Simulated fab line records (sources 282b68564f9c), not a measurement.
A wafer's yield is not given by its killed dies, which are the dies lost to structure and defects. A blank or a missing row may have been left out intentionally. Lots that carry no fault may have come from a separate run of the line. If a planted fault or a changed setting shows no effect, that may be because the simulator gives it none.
fab line records ; flow rit-cmos
record: lots: 13; wafers: 39; last-day: 7
route steps=202 shown PRETRO@67 M1@184
lots that met no fault: from a run of the same line without faults
start-h: start of the lot's first displayed wafer, in hours after the record's first day ; wait-h: time in hours since the lot's previous step ; " unchanged from the row above ; L1.1+2: a row that stands for several wafers ; - value missing, or start not given ; * or withheld: withheld ; < > ~ a bound
route shown NAME@n: a module of which the file shows steps, and the number in the route of the first ; usual: mean/standard deviation taken from wafers without a fault ; same: alike in all rows ; chamber/n: place in a boat ; sites: per-site readings ; _std_site: their standard deviation ; _edge_site: outer sites' mean less inner sites' ; radius-mm: for every site, how far away it sits from the centre of the wafer ; mask NAME#n: copy n ; behind: the last tool/chamber to shape the wafer ; hold: why the lot was held/for how many hours/how that ended ; device: names the non-switching transistor (n, p or np) ; end of line: the same wafers' tests at the end of the route ; for a step that has no rows: nothing shown but its recipe ; killed: the dies lost at the first sort to structure and to defects; this is not the yield of the wafer ; map: per-die view of a wafer (x killed, . not killed, _ where there is no die)
set.NAME: the setting as run; set.NAME@STEP: as run at that earlier step ; model.NAME: the simulator's own value behind a step, which no gauge read
steps of the route over a sample of lots; a table a step, a row a wafer
services: a tool's chamber out of use, with start hour (start-h, from the record's first day; less than 0 if before it), hours out, and reason
== steps ==
step: RIT_PRETRO_EXPOSE_03
recipe: mask-id: M5; na: 0.57; target-cd-nm: 43700; dose-mj: 250
usual: exposure-dose-mJ-cm2: 249.97/0.25
same: na: 0.57
lot.wafer;tool;chamber;start-h;wait-h;mask;exposure-dose-mJ-cm2
L706.1;iline-stepper-01;0;31.58;0.1;M5#0;250.15
L706.4;iline-stepper-01;0;31.58;0.1;M5#0;250.21
L706.5;iline-stepper-01;0;31.58;0.1;M5#0;250.04
L707.2;iline-stepper-01;0;37.97;0.1;M5#0;250.03
L707.3;iline-stepper-01;0;37.97;0.1;M5#0;249.91
L707.6;iline-stepper-01;0;37.97;0.1;M5#0;249.96
L708.1;iline-stepper-02;0;42.24;0.2;M5#0;249.98
L708.2;iline-stepper-02;0;42.24;0.2;M5#0;249.59
L708.3;iline-stepper-02;0;42.24;0.2;M5#0;249.95
L709.2;iline-stepper-01;0;46.06;0.2;M5#0;249.75
L709.5;iline-stepper-01;0;46.06;0.2;M5#0;249.98
L709.6;iline-stepper-01;0;46.06;0.2;M5#0;249.78
L712.2;iline-stepper-02;0;63.47;0.1;M5#0;250.11
L712.3;iline-stepper-02;0;63.47;0.1;M5#0;249.95
L712.5;iline-stepper-02;0;63.47;0.1;M5#0;249.79
L713.1;iline-stepper-01;0;66.54;0.2;M5#0;249.45
L713.2;iline-stepper-01;0;66.54;0.2;M5#0;249.61
L713.5;iline-stepper-01;0;66.54;0.2;M5#0;249.72
L714.1;iline-stepper-02;0;74.51;0.2;M5#0;249.69
L714.4;iline-stepper-02;0;74.51;0.2;M5#0;249.98
L714.5;iline-stepper-02;0;74.51;0.2;M5#0;249.93
L715.1;iline-stepper-01;0;77.56;0.2;M5#0;250.13
L715.3;iline-stepper-01;0;77.56;0.2;M5#0;250.45
L715.4;iline-stepper-01;0;77.56;0.2;M5#0;249.99
L716.1;iline-stepper-02;0;81.77;0.2;M5#0;250.49
L716.3;iline-stepper-02;0;81.77;0.2;M5#0;250.18
L716.5;iline-stepper-02;0;81.77;0.2;M5#0;250.61
L718.1;iline-stepper-01;0;95.26;0.2;M5#0;250.22
L718.3;iline-stepper-01;0;95.26;0.2;M5#0;250.42
L718.4;iline-stepper-01;0;95.26;0.2;M5#0;250.37
L720.4;iline-stepper-02;0;102.66;0.2;M5#0;250.23
L720.5;iline-stepper-02;0;102.66;0.2;M5#0;250.03
L720.6;iline-stepper-02;0;102.66;0.2;M5#0;249.88
L721.1;iline-stepper-01;0;108.38;0.2;M4#0;250.20
L721.3;iline-stepper-01;0;108.38;0.2;M4#0;250.45
L721.6;iline-stepper-01;0;108.38;0.2;M4#0;250.26
L729.1;iline-stepper-01;0;144.94;0.2;M5#0;249.91
L729.2;iline-stepper-01;0;144.94;0.2;M5#0;249.62
L729.6;iline-stepper-01;0;144.94;0.2;M5#0;250.05
step: RIT_PRETRO_OVL_MEAS_06
usual: PRETRO_OVL: 0.2/1.4
lot.wafer;tool;chamber;start-h;wait-h;PRETRO_OVL[nm]
L706.1;overlay-02;-;32.18;-;-1.3
L706.4;overlay-02;-;32.18;-;-1.5
L706.5;overlay-02;-;32.18;-;-2.3
L707.2;overlay-01;-;38.52;-;-1.1
L707.3;overlay-01;-;38.52;-;-2.2
L707.6;overlay-01;-;38.52;-;-0.7
L708.1;overlay-01;-;42.67;-;1.6
L708.2;overlay-01;-;42.67;-;1.7
L708.3;overlay-01;-;42.67;-;-0.2
L709.2;overlay-02;-;46.47;-;1.1
L709.5;overlay-02;-;46.47;-;2.6
L709.6;overlay-02;-;46.47;-;2.7
L712.2;overlay-01;-;63.89;-;1.2
L712.3;overlay-01;-;63.89;-;1.9
L712.5;overlay-01;-;63.89;-;-0.5
L713.1;overlay-02;-;67.06;-;0.3
L713.2;overlay-02;-;67.06;-;-0.4
L713.5;overlay-02;-;67.06;-;-1.2
L714.1;overlay-02;-;74.94;-;-0.5
L714.4;overlay-02;-;74.94;-;-0.5
L714.5;overlay-02;-;74.94;-;0.0
L715.1;overlay-02;-;77.99;-;1.8
L715.3;overlay-02;-;77.99;-;0.7
L715.4;overlay-02;-;77.99;-;1.3
L716.1;overlay-02;-;82.20;-;1.7
L716.3;overlay-02;-;82.20;-;1.9
L716.5;overlay-02;-;82.20;-;1.5
L718.1;overlay-01;-;95.69;-;-0.4
L718.3;overlay-01;-;95.69;-;-2.2
L718.4;overlay-01;-;95.69;-;-1.8
L720.4;overlay-02;-;103.05;-;0.9
L720.5;overlay-02;-;103.05;-;1.0
L720.6;overlay-02;-;103.05;-;-0.1
L721.1;overlay-02;-;108.81;-;-
L721.3;overlay-02;-;108.81;-;-
L721.6;overlay-02;-;108.81;-;-
L729.1;overlay-01;-;145.37;-;1.7
L729.2;overlay-01;-;145.37;-;0.8
L729.6;overlay-01;-;145.37;-;0.6
step: RIT_PRETRO_TW_MEAS_10
usual: PRETRO_TW: 471/3.2
lot.wafer;tool;chamber;start-h;wait-h;PRETRO_TW
L706.1;film-metro-02;-;32.79;0.1;473
L706.4;film-metro-02;-;32.79;0.1;475
L706.5;film-metro-02;-;32.79;0.1;473
L707.2;film-metro-02;-;39.14;0.1;473
L707.3;film-metro-02;-;39.14;0.1;475
L707.6;film-metro-02;-;39.14;0.1;475
L708.1;film-metro-04;-;43.28;0.1;479
L708.2;film-metro-04;-;43.28;0.1;475
L708.3;film-metro-04;-;43.28;0.1;477
L709.2;film-metro-02;-;47.09;0.1;472
L709.5;film-metro-02;-;47.09;0.1;475
L709.6;film-metro-02;-;47.09;0.1;476
L712.2;film-metro-04;-;64.51;0.1;470
L712.3;film-metro-04;-;64.51;0.1;473
L712.5;film-metro-04;-;64.51;0.1;472
L713.1;film-metro-04;-;67.67;0.1;474
L713.2;film-metro-04;-;67.67;0.1;469
L713.5;film-metro-04;-;67.67;0.1;474
L714.1;film-metro-03;-;75.55;0.1;464
L714.4;film-metro-03;-;75.55;0.1;466
L714.5;film-metro-03;-;75.55;0.1;468
L715.1;film-metro-04;-;78.60;0.1;473
L715.3;film-metro-04;-;78.60;0.1;475
L715.4;film-metro-04;-;78.60;0.1;474
L716.1;film-metro-02;-;82.82;0.1;471
L716.3;film-metro-02;-;82.82;0.1;472
L716.5;film-metro-02;-;82.82;0.1;473
L718.1;film-metro-04;-;96.31;0.1;476
L718.3;film-metro-04;-;96.31;0.1;475
L718.4;film-metro-04;-;96.31;0.1;472
L720.4;film-metro-02;-;103.68;0.1;474
L720.5;film-metro-02;-;103.68;0.1;473
L720.6;film-metro-02;-;103.68;0.1;474
L721.1;film-metro-03;-;109.42;0.1;30
L721.3;film-metro-03;-;109.42;0.1;29
L721.6;film-metro-03;-;109.42;0.1;30
L729.1;film-metro-03;-;145.98;0.1;468
L729.2;film-metro-03;-;145.98;0.1;469
L729.6;film-metro-03;-;145.98;0.1;470
step: RIT_M1_SPUTTER_00
recipe: material: Al; target-thk-nm: 400; power-w: 2000; chamber-pressure-pa: 0.4; gas: Ar; time-s: 475.9; substrate-temp-c: 25
usual: throttle-valve-pct: 30.0/0.89
lot.wafer;tool;chamber;start-h;wait-h;throttle-valve-pct
L706.1;pvd-sputter-04;-;53.42;0.0;31.1
L706.4;pvd-sputter-04;-;53.42;0.0;30.1
L706.5;pvd-sputter-04;-;53.42;0.0;31.3
L707.2;pvd-sputter-03;-;60.05;0.0;29.9
L707.3;pvd-sputter-03;-;60.05;0.0;28.7
L707.6;pvd-sputter-03;-;60.05;0.0;29.0
L708.1;pvd-sputter-04;-;64.85;0.0;29.7
L708.2;pvd-sputter-04;-;64.85;0.0;31.1
L708.3;pvd-sputter-04;-;64.85;0.0;31.9
L709.2;pvd-sputter-03;-;72.21;0.0;29.2
L709.5;pvd-sputter-03;-;72.21;0.0;29.0
L709.6;pvd-sputter-03;-;72.21;0.0;28.9
L712.2;pvd-sputter-04;-;86.49;0.0;30.1
L712.3;pvd-sputter-04;-;86.49;0.0;30.4
L712.5;pvd-sputter-04;-;86.49;0.0;30.2
L713.1;pvd-sputter-03;-;92.98;0.0;28.7
L713.2;pvd-sputter-03;-;92.98;0.0;29.3
L713.5;pvd-sputter-03;-;92.98;0.0;29.7
L714.1;pvd-sputter-01;-;98.11;0.0;31.3
L714.4;pvd-sputter-01;-;98.11;0.0;30.3
L714.5;pvd-sputter-01;-;98.11;0.0;29.4
L715.1;pvd-sputter-03;-;100.59;0.0;28.7
L715.3;pvd-sputter-03;-;100.59;0.0;29.2
L715.4;pvd-sputter-03;-;100.59;0.0;29.6
L716.1;pvd-sputter-04;-;105.39;0.0;31.6
L716.3;pvd-sputter-04;-;105.39;0.0;29.9
L716.5;pvd-sputter-04;-;105.39;0.0;30.0
L718.1;pvd-sputter-01;-;121.10;0.0;29.6
L718.3;pvd-sputter-01;-;121.10;0.0;31.3
L718.4;pvd-sputter-01;-;121.10;0.0;29.5
L720.4;pvd-sputter-04;-;126.54;0.0;30.0
L720.5;pvd-sputter-04;-;126.54;0.0;31.1
L720.6;pvd-sputter-04;-;126.54;0.0;30.0
L721.1;pvd-sputter-03;-;130.18;0.0;29.0
L721.3;pvd-sputter-03;-;130.18;0.0;28.6
L721.6;pvd-sputter-03;-;130.18;0.0;29.3
L729.1;pvd-sputter-01;-;167.73;0.0;30.1
L729.2;pvd-sputter-01;-;167.73;0.0;31.1
L729.6;pvd-sputter-01;-;167.73;0.0;29.8
step: RIT_M1_OVL_MEAS_10
usual: M1_OVL: 0.8/1.3
lot.wafer;tool;chamber;start-h;wait-h;M1_OVL[nm]
L706.1;overlay-01;-;55.01;0.1;3.0
L706.4;overlay-01;-;55.01;0.1;0.3
L706.5;overlay-01;-;55.01;0.1;-1.1
L707.2;overlay-02;-;61.65;0.1;-0.8
L707.3;overlay-02;-;61.65;0.1;-0.8
L707.6;overlay-02;-;61.65;0.1;0.8
L708.1;overlay-01;-;66.46;0.1;-0.6
L708.2;overlay-01;-;66.46;0.1;-0.1
L708.3;overlay-01;-;66.46;0.1;0.4
L709.2;overlay-02;-;73.69;0.1;2.9
L709.5;overlay-02;-;73.69;0.1;0.8
L709.6;overlay-02;-;73.69;0.1;2.1
L712.2;overlay-01;-;88.00;0.1;1.9
L712.3;overlay-01;-;88.00;0.1;3.1
L712.5;overlay-01;-;88.00;0.1;2.4
L713.1;overlay-01;-;94.74;0.1;-0.3
L713.2;overlay-01;-;94.74;0.1;-0.3
L713.5;overlay-01;-;94.74;0.1;1.0
L714.1;overlay-02;-;99.71;0.1;-0.1
L714.4;overlay-02;-;99.71;0.1;-0.3
L714.5;overlay-02;-;99.71;0.1;2.4
L715.1;overlay-02;-;102.19;0.1;0.0
L715.3;overlay-02;-;102.19;0.1;0.2
L715.4;overlay-02;-;102.19;0.1;0.4
L716.1;overlay-01;-;107.02;0.1;-0.8
L716.3;overlay-01;-;107.02;0.1;0.6
L716.5;overlay-01;-;107.02;0.1;0.2
L718.1;overlay-01;-;122.80;0.1;-1.6
L718.3;overlay-01;-;122.80;0.1;3.1
L718.4;overlay-01;-;122.80;0.1;1.0
L720.4;overlay-02;-;128.04;0.1;-0.1
L720.5;overlay-02;-;128.04;0.1;2.0
L720.6;overlay-02;-;128.04;0.1;1.4
L721.1;overlay-01;-;131.65;0.1;-0.1
L721.3;overlay-01;-;131.65;0.1;1.2
L721.6;overlay-01;-;131.65;0.1;1.3
L729.1;overlay-01;-;169.33;0.1;0.2
L729.2;overlay-01;-;169.33;0.1;2.1
L729.6;overlay-01;-;169.33;0.1;1.5
step: RIT_M1_BOW_MEAS_16
recipe: mode: bow
usual: M1_BOW: 17/6.9
lot.wafer;tool;chamber;start-h;wait-h;M1_BOW[um]
L706.1;film-metro-04;-;57.44;0.0;15
L706.4;film-metro-04;-;57.44;0.0;10
L706.5;film-metro-04;-;57.44;0.0;15
L707.2;film-metro-01;-;64.12;0.0;31
L707.3;film-metro-01;-;64.12;0.0;20
L707.6;film-metro-01;-;64.12;0.0;21
L708.1;film-metro-01;-;69.93;0.0;19
L708.2;film-metro-01;-;69.93;0.0;20
L708.3;film-metro-01;-;69.93;0.0;4
L709.2;film-metro-04;-;76.39;0.0;20
L709.5;film-metro-04;-;76.39;0.0;28
L709.6;film-metro-04;-;76.39;0.0;18
L712.2;film-metro-03;-;94.27;0.0;15
L712.3;film-metro-03;-;94.27;0.0;20
L712.5;film-metro-03;-;94.27;0.0;23
L713.1;film-metro-03;-;98.39;0.0;14
L713.2;film-metro-03;-;98.39;0.0;20
L713.5;film-metro-03;-;98.39;0.0;14
L714.1;film-metro-01;-;102.13;0.0;20
L714.4;film-metro-01;-;102.13;0.0;31
L714.5;film-metro-01;-;102.13;0.0;10
L715.1;film-metro-01;-;104.87;0.0;-4
L715.3;film-metro-01;-;104.87;0.0;25
L715.4;film-metro-01;-;104.87;0.0;14
L716.1;film-metro-04;-;110.37;0.0;2
L716.3;film-metro-04;-;110.37;0.0;20
L716.5;film-metro-04;-;110.37;0.0;18
L718.1;film-metro-04;-;125.22;0.0;17
L718.3;film-metro-04;-;125.22;0.0;10
L718.4;film-metro-04;-;125.22;0.0;16
L720.4;film-metro-04;-;130.50;0.1;20
L720.5;film-metro-04;-;130.50;0.1;10
L720.6;film-metro-04;-;130.50;0.1;13
L721.1;film-metro-01;-;134.83;0.0;20
L721.3;film-metro-01;-;134.83;0.0;21
L721.6;film-metro-01;-;134.83;0.0;14
L729.1;film-metro-01;-;173.19;0.0;4
L729.2;film-metro-01;-;173.19;0.0;16
L729.6;film-metro-01;-;173.19;0.0;28
== services ==
tool;chamber;start-h;hours;kind
pvd-sputter-04;-;27.07;0.5;repair
pvd-sputter-01;-;33.12;2.0;repair
pvd-sputter-03;-;36.06;3.5;repair
iline-stepper-01;-;79.31;13.3;repair
pvd-sputter-04;-;108.99;6.9;repair
iline-stepper-02;-;120.35;2.1;pm
iline-stepper-02;-;122.44;-;consumable-replace:lamp
iline-stepper-01;0;141.03;-;calibration
pvd-sputter-01;-;159.48;7.6;repair
pvd-sputter-04;-;165.70;0.6;repair
pvd-sputter-03;-;166.26;3.5;repair
== key ==
first-sign: step: RIT_PRETRO_EXPOSE_03; reading: mask; direction: changed
effect: step: RIT_PRETRO_OVL_MEAS_06; reading: PRETRO_OVL; direction: missing
effect: step: RIT_PRETRO_TW_MEAS_10; reading: PRETRO_TW; direction: down; sigmas: 99+; usual: 471; struck: 30
met-at RIT_PRETRO_EXPOSE_03
struck-lots L721
sort-left-out L721.1,L721.3,L721.6
tester-left-out L721
not-acting-at RIT_M1_SPUTTER_00,RIT_M1_OVL_MEAS_10,RIT_M1_BOW_MEAS_16
onset-between 95.26 108.38
fault: kind: wrong-mask; tool: any; chamber: -; onset-h: 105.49; steps: RIT_PRETRO_EXPOSE_03; aux-copy: M4#0; scope: struck-lots-only
tester-left-out: of these lots the tester's yield and bins aren't shown, on N5 and GAA mostly nor the transistor test; their killed dies are dies lost to structure and defects alone, not to doping, threshold or leakage, so they don't give the yield
sort-left-out: the simulated sort isn't trusted on such a fault, so these wafers' sort isn't shown, and their yield isn't known
